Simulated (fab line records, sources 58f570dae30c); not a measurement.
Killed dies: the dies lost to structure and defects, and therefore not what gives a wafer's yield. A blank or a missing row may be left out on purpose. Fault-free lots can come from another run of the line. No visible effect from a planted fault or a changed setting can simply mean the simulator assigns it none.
Chamber matching :: flow berkeley_cmos170 :: UCB170_V1_CMP_02 on cmp-02 has 4 sister chambers
The step polishes SiO2. 8 wafers are shown with their chamber, then 7 later ones without.

== EACH WAFER AND ITS CHAMBER ==
wafer: L135.5
chamber: 3
motor_current_A (A): 14.6
platen_rpm (rpm): 60.04

wafer: L138.1
chamber: 1
motor_current_A (A): 17.3
platen_rpm (rpm): 59.98

wafer: L143.5
chamber: 2
motor_current_A (A): 13.9
platen_rpm (rpm): 59.94

wafer: L149.1
chamber: 3
motor_current_A (A): 15.6
platen_rpm (rpm): 59.99

wafer: L149.2
chamber: 0
motor_current_A (A): 15.6
platen_rpm (rpm): 60.00

wafer: L149.6
chamber: 2
motor_current_A (A): 13.8
platen_rpm (rpm): 60.03

wafer: L150.2
chamber: 0
motor_current_A (A): 15.9
platen_rpm (rpm): 59.97

wafer: L150.4
chamber: 1
motor_current_A (A): 16.4
platen_rpm (rpm): 60.01

== WAFERS WITH NO CHAMBER GIVEN ==
wafer: L150.6
motor_current_A (A): 13.4
platen_rpm (rpm): 60.03

wafer: L154.1
motor_current_A (A): 14.4
platen_rpm (rpm): 59.99

wafer: L154.3
motor_current_A (A): 16.1
platen_rpm (rpm): 59.99

wafer: L154.4
motor_current_A (A): 16.1
platen_rpm (rpm): 59.99

wafer: L153.1
motor_current_A (A): 15.3
platen_rpm (rpm): 60.00

wafer: L153.4
motor_current_A (A): 16.5
platen_rpm (rpm): 59.98

wafer: L153.5
motor_current_A (A): 15.9
platen_rpm (rpm): 59.96

== CHAMBER TAKEN BY EACH ==
wafer: L150.6
from the rows above: 2
in truth: 2

wafer: L154.1
from the rows above: can't be placed: 2 or 3 or 0
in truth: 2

wafer: L154.3
from the rows above: can't be placed: 0 or 1 or 3
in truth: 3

wafer: L154.4
from the rows above: can't be placed: 0 or 1 or 3
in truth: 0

wafer: L153.1
from the rows above: can't be placed: 3 or 0
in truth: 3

wafer: L153.4
from the rows above: can't be placed: 1 or 0
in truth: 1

wafer: L153.5
from the rows above: can't be placed: 0 or 1 or 3
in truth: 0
Placed correctly: 1 of 7. Cannot be placed on the basis of these rows: 6; the candidates contain the true chamber in 6. Number placed wrongly: 0.
How it was worked out, from the rows above alone: a wafer's distance from a chamber is the root of the sum, over the readings, of the square of ((its reading less the chamber's mean) divided by the reading's scatter). The wafer belongs to the nearest chamber; if the next one is less than 2 further off, it can't be placed. For every chamber, the mean is computed from those of its wafers that are shown. How the scatter is found: for the shown wafers, subtract from each reading the mean of its chamber, square and add these, divide the total by (wafers less chambers), then take the root.
